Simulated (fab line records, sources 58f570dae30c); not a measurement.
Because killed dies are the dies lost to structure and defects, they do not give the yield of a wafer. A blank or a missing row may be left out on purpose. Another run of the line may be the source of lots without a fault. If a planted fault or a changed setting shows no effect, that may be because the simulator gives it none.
Lot-split experiment / flow berkeley cmos170 / route with 331 steps; 5 lots, 23 wafers read

ON THE SPLIT
At UCB170_NWELL_IMPLANT_14, the setting energy kev was moved away from the recipe's 150 on 7 of the 23 wafers read, by -5.5% to +5.3%. All remaining wafers had this setting at the recipe value.

The reading comes from the split's own step.

THE READING
The simulator's own value implant.drp nm, read by no gauge, in nm at UCB170_NWELL_IMPLANT_14. There is no usual value for it anywhere in the file.

wafer=L074.1; tool, chamber at the split=implanter-03, 0; energy kev as run=150; against the recipe=recipe; implant.drp nm, nm=62.72; against lot-mates on the recipe=-
wafer=L074.4; tool, chamber at the split=implanter-03, 0; energy kev as run=150; against the recipe=recipe; implant.drp nm, nm=62.72; against lot-mates on the recipe=-
wafer=L074.5; tool, chamber at the split=implanter-03, 0; energy kev as run=150; against the recipe=recipe; implant.drp nm, nm=62.72; against lot-mates on the recipe=-
wafer=L074.3; tool, chamber at the split=implanter-03, 0; energy kev as run=141.7; against the recipe=-5.5%; implant.drp nm, nm=59.99; against lot-mates on the recipe=-2.73
wafer=L074.6; tool, chamber at the split=implanter-03, 0; energy kev as run=141.7; against the recipe=-5.5%; implant.drp nm, nm=59.99; against lot-mates on the recipe=-2.73
wafer=L076.1; tool, chamber at the split=implanter-04, 0; energy kev as run=150; against the recipe=recipe; implant.drp nm, nm=62.72; against lot-mates on the recipe=-
wafer=L076.3; tool, chamber at the split=implanter-04, 0; energy kev as run=150; against the recipe=recipe; implant.drp nm, nm=62.72; against lot-mates on the recipe=-
wafer=L076.2; tool, chamber at the split=implanter-04, 0; energy kev as run=158; against the recipe=+5.3%; implant.drp nm, nm=65.21; against lot-mates on the recipe=+2.49
wafer=L076.5; tool, chamber at the split=implanter-04, 0; energy kev as run=158; against the recipe=+5.3%; implant.drp nm, nm=65.21; against lot-mates on the recipe=+2.49
wafer=L076.6; tool, chamber at the split=implanter-04, 0; energy kev as run=158; against the recipe=+5.3%; implant.drp nm, nm=65.21; against lot-mates on the recipe=+2.49
wafer=L077.2; tool, chamber at the split=implanter-01, 0; energy kev as run=147.6; against the recipe=-1.6%; implant.drp nm, nm=61.95; against lot-mates on the recipe=-0.77
wafer=L077.4; tool, chamber at the split=implanter-01, 0; energy kev as run=147.6; against the recipe=-1.6%; implant.drp nm, nm=61.95; against lot-mates on the recipe=-0.77
wafer=L077.3; tool, chamber at the split=implanter-01, 0; energy kev as run=150; against the recipe=recipe; implant.drp nm, nm=62.72; against lot-mates on the recipe=-
wafer=L077.5; tool, chamber at the split=implanter-01, 0; energy kev as run=150; against the recipe=recipe; implant.drp nm, nm=62.72; against lot-mates on the recipe=-
wafer=L077.6; tool, chamber at the split=implanter-01, 0; energy kev as run=150; against the recipe=recipe; implant.drp nm, nm=62.72; against lot-mates on the recipe=-
wafer=L084.2; tool, chamber at the split=implanter-04, 0; energy kev as run=150; against the recipe=recipe; implant.drp nm, nm=62.72; against lot-mates on the recipe=-
wafer=L084.3; tool, chamber at the split=implanter-04, 0; energy kev as run=150; against the recipe=recipe; implant.drp nm, nm=62.72; against lot-mates on the recipe=-
wafer=L084.4; tool, chamber at the split=implanter-04, 0; energy kev as run=150; against the recipe=recipe; implant.drp nm, nm=62.72; against lot-mates on the recipe=-
wafer=L084.5; tool, chamber at the split=implanter-04, 0; energy kev as run=150; against the recipe=recipe; implant.drp nm, nm=62.72; against lot-mates on the recipe=-
wafer=L084.6; tool, chamber at the split=implanter-04, 0; energy kev as run=150; against the recipe=recipe; implant.drp nm, nm=62.72; against lot-mates on the recipe=-
wafer=L085.3; tool, chamber at the split=implanter-03, 0; energy kev as run=150; against the recipe=recipe; implant.drp nm, nm=62.72; against lot-mates on the recipe=-
wafer=L085.4; tool, chamber at the split=implanter-03, 0; energy kev as run=150; against the recipe=recipe; implant.drp nm, nm=62.72; against lot-mates on the recipe=-
wafer=L085.6; tool, chamber at the split=implanter-03, 0; energy kev as run=150; against the recipe=recipe; implant.drp nm, nm=62.72; against lot-mates on the recipe=-

FIT RESULTS
A straight line over all 23 wafers: implant.drp nm changes by +0.478 nm for each +1% of energy kev; r = +1.00; the points scatter about the line by 0.03 nm.
The same after taking each lot's own level away (the mean of its wafers on the recipe; 23 wafers): +0.478 nm for each +1%; r = +1.00; scatter 0.03 nm.
The reading moves by 2.6 nm for the largest change in energy kev, on that fit.
The lots' own levels span 62.720 to 62.720 nm.
So the lot-to-lot level changes the slope little: the two slopes agree.
Check: for one of the wafers moved furthest among these (-5.5%), held out of the fit, the line's prediction against its lot-mates is -2.64 nm. Against them it came out at -2.73 nm.

OTHER SPLITS APPLIED TO THESE WAFERS
Other splits were also applied to these wafers ahead of the reading. Each is held against what the fit with the lots' levels taken away leaves over:
other split on the same wafers=UCB170_NWELL_OXIDATION_01 ox time s; wafers away from the commonest value=15; r with implant.drp nm (lot level and that fit taken away)=-0.27

THE WHOLE CHAIN: every reading that the file lists as answering this split, in the file's order
step=UCB170_NWELL_IMPLANT_14; what it does=; reading=implant.rp nm (the simulator's own value, which no gauge read); change (the file's fit)=+1.97 nm for each +1% of the setting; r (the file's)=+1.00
step=UCB170_NWELL_IMPLANT_14; what it does=; reading=implant.drp nm (the simulator's own value, which no gauge read); change (the file's fit)=+0.481 nm for each +1% of the setting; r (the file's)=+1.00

FILE'S OWN FIT
implant.drp nm changes by +0.481 nm for each +1% of energy kev, r = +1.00.
